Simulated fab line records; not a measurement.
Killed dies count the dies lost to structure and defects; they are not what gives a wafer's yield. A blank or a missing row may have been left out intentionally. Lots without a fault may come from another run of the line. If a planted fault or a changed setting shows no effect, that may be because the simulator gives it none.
A single fault, viewed from 2 desks | flow berkeleyCmos170 | each desk has only its own numbers; what lay behind them comes last

FOR THE TOOL OWNER'S DESK: rtpAnneal-02
The tool's own readings at UCB170_SILICIDE_RTA_04 (time 15 s): means of the sampled wafers that have a number, for each lot that ran on this tool. A lot is out of limits, marked OUT, if its mean lies more than 4 standard deviations from the usual mean; the brackets give that distance.
Columns: A = chamberO2Ppm at UCB170_SILICIDE_RTA_04, usual 1.996; B = lampPowerPct at UCB170_SILICIDE_RTA_04, usual 9.9 %; C = wafer_temp_C_max at UCB170_SILICIDE_RTA_04, usual 652.6
lot  | first seen here | A                        | B   | C
L111 | day 6 13:14     | 2.002                    | 9.0 | 652.4
L113 | day 6 19:30     | 1.962                    | 9.0 | 652.6
L115 | day 7 10:55     | 2.012                    | 9.0 | 652.2
L117 | day 7 22:16     | 2.005                    | 9.0 | 652.1
L120 | day 8 11:25     | 2.002                    | 9.0 | 652.6
L124 | day 9 14:55     | 61.994 (+99 or more) OUT | 9.0 | 651.8
L125 | day 10 00:10    | 61.981 (+99 or more) OUT | 9.0 | 652.1
L127 | day 10 00:19    | 62.022 (+99 or more) OUT | 9.0 | 652.9
Finding of this desk: L124, L125, L127 out of limits; the first was L124 at day 9 14:55, on chamberO2Ppm at UCB170_SILICIDE_RTA_04. L111, L113, L115, L117, L120 stayed within limits.

THE METROLOGY DESK
What the gauges read, lot by lot, whatever tool the lot ran on: means of the sampled wafers that have a number. A lot is out of limits, marked OUT, if its mean lies more than 4 standard deviations from the usual mean; the brackets give that distance.
Columns: A = cdNm at UCB170_GATE_CD_MEAS_90, usual 350.4 nm; B = NLDD_OVL at UCB170_NLDD_OVL_MEAS_07, usual -4 nm
lot  | first seen here | A     | B
L111 | day 5 20:17     | 352.8 | -8
L112 | day 5 20:22     | 348.3 | -3
L113 | day 6 06:40     | 350.1 | -2
L114 | day 6 13:20     | 351.6 | -9
L116 | day 6 18:46     | 349.2 | -7
L115 | day 6 19:20     | 349.7 | -4
L117 | day 7 06:01     | 349.4 | -5
L120 | day 7 22:25     | 350.2 | -1
L124 | day 9 00:38     | 352.1 | -3
L125 | day 9 05:52     | 348.4 | -4
L127 | day 9 06:26     | 351.4 | -9
L129 | day 9 22:45     | 350.5 | 3
L131 | day 9 22:57     | 352.4 | 2
L133 | day 10 14:39    | 349.7 | -9
This desk found nothing out of limits on any of the 14 lots.

PUT TOGETHER
On L124, L125, L127, at day 9 14:55, an alarm was possible from the tool owner's desk.
Nothing out of limits was seen by the metrology desk.
The metrology desk holds a record of L124, L125, L127, inside its limits.
UCB170_SILICIDE_RTA_04 was run on rtpAnneal-02 by each of the lots named.

WHAT THE SIMULATOR HAD PUT IN
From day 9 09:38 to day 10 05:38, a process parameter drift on rtpAnneal-02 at UCB170_SILICIDE_RTA_04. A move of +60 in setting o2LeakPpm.
Lots struck among those shown: L124, L125, L127.
Delay in hours, fault start to first out-of-limits reading, by desk: the tool owner's desk at 5.
